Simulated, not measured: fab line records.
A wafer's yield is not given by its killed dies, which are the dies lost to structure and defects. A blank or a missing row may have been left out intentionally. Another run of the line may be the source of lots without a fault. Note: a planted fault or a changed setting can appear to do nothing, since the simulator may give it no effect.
One fault seen from 2 desks :: flow rit_cmos :: each desk holds nothing but its own numbers, with what lay behind them at the end

## AT THE METROLOGY DESK
What the gauges read, lot by lot, whatever tool the lot ran on: means of the sampled wafers that have a number. Marked OUT: a lot whose mean sits more than 4 standard deviations from the usual mean, which makes it out of limits; the brackets give that distance.
Columns: A = cd_nm at RIT_M1_CD_MEAS_90, usual 2600.2 nm
lot: L480
first seen here: day 3 08:32
A: 2601.0

lot: L481
first seen here: day 3 12:52
A: 2604.0

lot: L482
first seen here: day 3 16:25
A: 2604.9

lot: L483
first seen here: day 3 22:55
A: 2596.8

lot: L486
first seen here: day 4 13:28
A: 2601.5

lot: L487
first seen here: day 4 17:14
A: 2607.1

lot: L490
first seen here: day 5 15:10
A: 2607.1

lot: L495
first seen here: day 6 10:58
A: 2601.3

lot: L494
first seen here: day 6 11:33
A: 2601.1

lot: L497
first seen here: day 6 23:34
A: 2597.8

lot: L499
first seen here: day 7 07:09
A: 2599.8

lot: L501
first seen here: day 7 17:53
A: 2601.1

lot: L502
first seen here: day 7 22:25
A: 2599.9
This desk's verdict: no lot among the 13 shows anything out of limits.

## DESK OF THE TOOL OWNER: rie_metal-01
The tool's own readings at RIT_M1_METAL_ETCH_12 (etches Al in Cl2/BCl3, stops on SiO2, time 165 s, target depth 600 nm): means of the sampled wafers that have a number, for each lot that ran on this tool. Marked OUT: a lot whose mean sits more than 4 standard deviations from the usual mean, which makes it out of limits; the brackets give that distance.
Columns: A = drypump_motor_current_A at RIT_M1_METAL_ETCH_12, usual 5.9 A; B = oes_product_au at RIT_M1_METAL_ETCH_12, usual 0.772 a.u.; C = run_length_s at RIT_M1_METAL_ETCH_12, usual 193.1 s; D = throttle_valve_pct at RIT_M1_METAL_ETCH_12, usual 8.33 %
lot: L481
first seen here: day 3 12:22
A: 5.3
B: 0.765
C: 192.8
D: 8.37

lot: L487
first seen here: day 4 16:44
A: 5.4
B: 0.897 (+13) OUT
C: 148.9 (-99 or more) OUT
D: 8.36

lot: L490
first seen here: day 5 14:40
A: 5.4
B: 0.911 (+14) OUT
C: 149.2 (-99 or more) OUT
D: 8.39
This desk's finding: out of limits on L487, L490; first on L487, day 4 16:44 (oes_product_au at RIT_M1_METAL_ETCH_12). In limits: L481.

## BROUGHT TOGETHER
The tool owner's desk had the chance to raise an alarm at day 4 16:44 on L487, L490.
The metrology desk saw nothing out of limits.
The metrology desk has L487, L490 on record, within its limits.
RIT_M1_METAL_ETCH_12 was run on rie_metal-01 by each of the lots named.

## WHAT THE SIMULATOR HAD PUT IN
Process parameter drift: rie_metal-01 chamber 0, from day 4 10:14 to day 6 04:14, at RIT_M1_METAL_ETCH_12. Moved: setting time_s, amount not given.
Struck lots among those shown: L487, L490.
How many hours passed from the start of the fault until each desk's first out-of-limits reading: the tool owner's desk, 7.
